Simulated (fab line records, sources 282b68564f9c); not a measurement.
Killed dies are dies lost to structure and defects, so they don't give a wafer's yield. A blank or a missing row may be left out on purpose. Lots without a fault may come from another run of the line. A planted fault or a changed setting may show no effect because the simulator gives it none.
Which tool did it? | flow rit_cmos | 14 lots, 42 wafers sampled, at 1 step of a route of 202

WHAT THE GAUGES READ, wafer by wafer
The record holds no reading of a measuring or inspecting step that can be judged against a usual standard deviation.

WHICH TOOL RAN EACH LOT (tool, then ch and the chambers of the sampled wafers, then the start)
lot  | RIT_GATE_ETCH_19
L874 | rie_si-01 ch 0,1,2, day 2 14:23
L875 | rie_si-02 ch 1,2,3, day 2 17:19
L876 | rie_si-01 ch 0,3, day 3 00:23
L878 | rie_si-01 ch 0,3, day 3 10:56
L879 | rie_si-02 ch 0,1,3, day 3 14:27
L880 | rie_si-01 ch 0,2,3, day 3 18:16
L881 | rie_si-02 ch 0,1,2, day 4 00:33
L882 | rie_si-01 ch 0,1,2, day 4 04:27
L887 | rie_si-02 ch 0,2,3, day 5 05:23
L888 | rie_si-01 ch 0,1, day 5 11:35
L889 | rie_si-02 ch 1,2, day 5 15:37
L890 | rie_si-01 ch 0,1,3, day 5 20:52
L891 | rie_si-02 ch 0,1, day 6 01:53
L897 | rie_si-02 ch 2,3, day 7 10:59
- RIT_GATE_ETCH_19: etches poly-Si in SF6/CHF3/O2, stops on SiO2, time 165 s, target depth 312.5 nm.

WHAT THE TOOLS THEMSELVES READ (means of the sampled wafers that have a number; where no wafer has one, the mark that the record gives instead)
RIT_GATE_ETCH_19.
lot  | tool      | CHF3_flow_sccm (sccm) | drypump_motor_current_A (A) | oes_product_au (a.u.) | run_length_s (s) | throttle_valve_pct (%)
L874 | rie_si-01 | 30.04                 | 5.8                         | 0.851                 | 193.2            | 10.27
L875 | rie_si-02 | 30.07                 | 5.8                         | 0.843                 | 193.5            | 10.14
L876 | rie_si-01 | 30.06                 | 5.9                         | 0.834                 | 193.3            | 10.51
L878 | rie_si-01 | 30.09                 | 5.8                         | 0.830                 | 193.3            | 10.45
L879 | rie_si-02 | 30.05                 | 5.5                         | 0.842                 | 193.0            | 10.17
L880 | rie_si-01 | 29.94                 | 5.7                         | 0.838                 | 193.6            | 10.36
L881 | rie_si-02 | 30.00                 | 5.5                         | 0.827                 | 193.2            | 10.19
L882 | rie_si-01 | 29.99                 | 5.8                         | 0.846                 | 193.3            | 10.27
L887 | rie_si-02 | 30.02                 | 5.6                         | 0.834                 | 193.4            | 10.17
L888 | rie_si-01 | 29.97                 | 5.9                         | 0.784                 | 210.8            | 10.37
L889 | rie_si-02 | 29.97                 | 5.9                         | 0.834                 | 193.7            | 10.17
L890 | rie_si-01 | 29.99                 | 6.0                         | 0.784                 | 211.2            | 10.42
L891 | rie_si-02 | 29.97                 | 5.2                         | 0.844                 | 193.1            | 10.22
L897 | rie_si-02 | 30.23                 | 5.9                         | 0.839                 | 193.4            | 10.13

THE ANSWER, worked out from the rows above alone
Rule: what is usual is taken from the lots themselves. Put in order of their means at a reading, lots are off if they are a third of the lots or fewer, leave a main group of 4 or more, and stand apart from it by a gap of 3 or more times the standard deviation of the main group's means; of several such gaps the widest counts. A main group whose means are all the same, to the digits that the tables above print for the reading, isn't used. A lot without any number at a reading at which 4 lots or more have one is off too. The other lots that the step has rows for count as sound. The gauges are gone through in route order, then the tools' own readings, and for those a lot's mean is taken as printed above. The first step at which some lot is off is used, and at that step the reading that is off furthest; a lot without a number counts as furthest.
Off: L888, L890, at RIT_GATE_ETCH_19 (run_length_s). The main group: mean 193.3 s, standard deviation 0.19.
A tool fits if, at that step or a process step before it, it ran every lot that is off, and no sound lot after the first of them. One fits: rie_si-01 at RIT_GATE_ETCH_19. Its last sound lot is L882 (day 4 04:27), its first lot that is off L888 (day 5 11:35): a fault that began between those two fits.
The tool's own readings at RIT_GATE_ETCH_19 bear it out: on the lots that are off they differ by more than 5 times the standard deviation of the sound lots' means. oes_product_au reads 0.784 a.u. there against 0.839 a.u. on the sound lots; run_length_s reads 211.0 s there against 193.3 s on the sound lots.

WHAT THE SIMULATOR HAD PUT IN
Process parameter drift: rie_si-01, from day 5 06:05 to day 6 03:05, at RIT_GATE_ETCH_19. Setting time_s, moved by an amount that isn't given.
Lots struck among those shown: L888, L890. The rule above found the same.
